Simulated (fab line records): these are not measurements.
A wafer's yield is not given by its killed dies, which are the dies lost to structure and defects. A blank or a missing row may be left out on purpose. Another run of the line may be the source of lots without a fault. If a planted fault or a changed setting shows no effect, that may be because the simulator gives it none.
A lot that was struck, set against a sound lot    flow berkeley_cmos170    14 steps out of a route of 331
Sound: the wafers L526.3, L526.5, L526.6. Struck: wafers L523.3, L523.4, L523.6. The cause is named last.
Per side, at each step with rows, come the tool, then ch with its chambers, and then its first start. Under that, the readings that differ: sound wafers    struck wafers    difference of the means    sigmas: that difference in standard deviations of wafers without a fault.
alike: readings with means less than 2 such deviations apart, plus words and numbers identical on both sides. not compared: withheld readings, readings lacking a value on some wafer, bounds such as >300 that could conceal the same value, and numbers that have no deviation in the record and whose values overlap.
Wherever a step has rows on one side only, a row that says differs or no value, or a row with sigmas, the two part there. Numbers that don't overlap but have no deviation are shown without sigmas and don't part them. Lack of a reading on every wafer of one side parts them only where that side has two or more wafers.

first, 4 steps without rows for these wafers: UCB170_NWELL_SOFTBAKE_08 (time 60 s); UCB170_NWELL_EXPOSE_09 (exposes mask NWELL, target cd 3000 nm); UCB170_NWELL_PEB_10; UCB170_NWELL_DEVELOP_11 (develop time 45 s).
UCB170_NWELL_OVL_MEAS_12:
  sound on overlay-01 at day 6 18:31; struck on overlay-01 at day 6 01:24
  alike: NWELL_OVL
UCB170_NWELL_ETCH_13: etches Si3N4 in CH3F/Ar/O2, stops on SiO2, target depth 246.4 nm, time 154 s.
  sound on rie_diel-01 ch 0,1, day 6 18:32; struck on rie_diel-03 ch 0,1, day 6 01:25
  alike: drypump_motor_current_A, oes_product_au, throttle_valve_pct
  not compared: rf_hours_counter_h
after that, 1 step had no rows for these wafers: UCB170_NWELL_IMPLANT_14.
UCB170_NWELL_STRIP_15: strips in O2.
  sound on plasma_asher-03 ch 0,1, day 6 18:49; struck on plasma_asher-03 ch 0,1, day 6 01:43
  alike: drypump_motor_current_A, oes_product_au, strip_time_to_endpoint_s
  not compared: rf_hours_counter_h
UCB170_NWELL_TW_MEAS_16:
  sound on film_metro-03 at day 6 18:54; struck on film_metro-03 at day 6 01:47
  alike: NWELL_TW
then, 3 steps without rows for these wafers: UCB170_NWELL_CLEAN_17 (cleans in SPM, time 600 s); UCB170_NWELL_WET_ETCH_18 (etches Si3N4 in H3PO4, time 14400 s); UCB170_NWELL_WET_ETCH_19 (etches SiO2 in BOE, time 22 s).
UCB170_PWELL_CLEAN_00: cleans in SPM, time 600 s.
  sound on wet_bench-04 ch 3, day 6 23:41; struck on wet_bench-02 ch 1, day 6 09:26
  no value came back on the struck wafers for bath_guard_temp_C (C), bath_heat_duty_pct (%); on the sound wafers bath_guard_temp_C (C) reads 118.9 119.6 119.2
then, 1 step without rows for these wafers: UCB170_PWELL_CLEAN_01 (cleans in dHF, time 60 s).

## WHERE THEY PART
Within this record, at UCB170_PWELL_CLEAN_00 only.

WHY: whatever the simulator had introduced
Entire step skipped (wet_bench-02, UCB170_PWELL_CLEAN_00), from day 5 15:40 onward. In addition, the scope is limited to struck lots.
